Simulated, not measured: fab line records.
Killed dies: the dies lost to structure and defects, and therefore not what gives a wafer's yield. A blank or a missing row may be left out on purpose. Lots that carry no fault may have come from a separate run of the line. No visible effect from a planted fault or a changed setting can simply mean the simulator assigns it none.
Which of the tools did it? + flow rit cmos + Sampling: 7 lots, 21 wafers, 2 of 202 route steps

## WHAT EACH GAUGE READ, for each wafer
RIT_NSD_OVL_MEAS_06.
| lot  | measured    | on         | NSD_OVL (nm)         |
|------|-------------|------------|----------------------|
| L735 | day 3 21:22 | overlay-01 | 1.3 1.4 -0.2         |
| L739 | day 4 16:24 | overlay-01 | 0.8 1.1 0.7          |
| L740 | day 4 20:53 | overlay-02 | -0.8 -1.0 0.7        |
| L745 | day 5 15:11 | overlay-01 | -1.6 -1.0 -1.8       |
| L747 | day 5 22:49 | overlay-02 | 3490.7 3491.4 3491.6 |
| L750 | day 6 11:38 | overlay-01 | 3490.2 3489.7 3491.1 |
| L753 | day 7 06:38 | overlay-02 | -0.9 0.6 -0.1        |

## WHICH TOOL RAN EACH LOT (tool, then ch and the chambers of the sampled wafers, then the start)
| lot  | RIT_NSD_EXPOSE_03                  |
|------|------------------------------------|
| L735 | iline stepper-01 ch 0, day 3 20:55 |
| L739 | iline stepper-01 ch 0, day 4 16:01 |
| L740 | iline stepper-02 ch 0, day 4 20:23 |
| L745 | iline stepper-01 ch 0, day 5 14:49 |
| L747 | iline stepper-01 ch 0, day 5 22:25 |
| L750 | iline stepper-01 ch 0, day 6 11:14 |
| L753 | iline stepper-02 ch 0, day 7 06:14 |
- RIT_NSD_EXPOSE_03: exposes mask M9, target cd 40700 nm.

## THE ANSWER, worked out from the rows above alone
Rule: what is usual is taken from the lots themselves. Put in order of their means at a reading, lots are off if they are a third of the lots or fewer, leave a main group of 4 or more, and stand apart from it by a gap of 3 or more times the standard deviation of the main group's means; of several such gaps the widest counts. A main group is skipped when, at the precision printed for the reading in the tables above, its means are all equal. A lot without any number at a reading at which 4 lots or more have one is off too. Where the step has rows for the other lots, those lots are counted as sound.
Off: L747, L750, seen at RIT_NSD_OVL_MEAS_06 (NSD_OVL). For the main group the mean is -0.1 nm and the standard deviation 0.86.
A tool fits if, at a process step before that reading, it ran every lot that is off, and no sound lot after the first of them. The gauges at RIT_NSD_OVL_MEAS_06 are tried like those tools. One candidate fits, namely iline stepper-01 at RIT_NSD_EXPOSE_03. Its last sound lot is L745 (day 5 14:49), its first lot that is off L747 (day 5 22:25): a fault that began between those two fits.

## WHAT THE SIMULATOR HAD INSERTED
Scanner matching overlay: iline stepper-01, from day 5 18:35 on, at RIT_NSD_EXPOSE_03. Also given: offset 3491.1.
Lots struck among those shown: L747, L750. Same finding as the rule above.
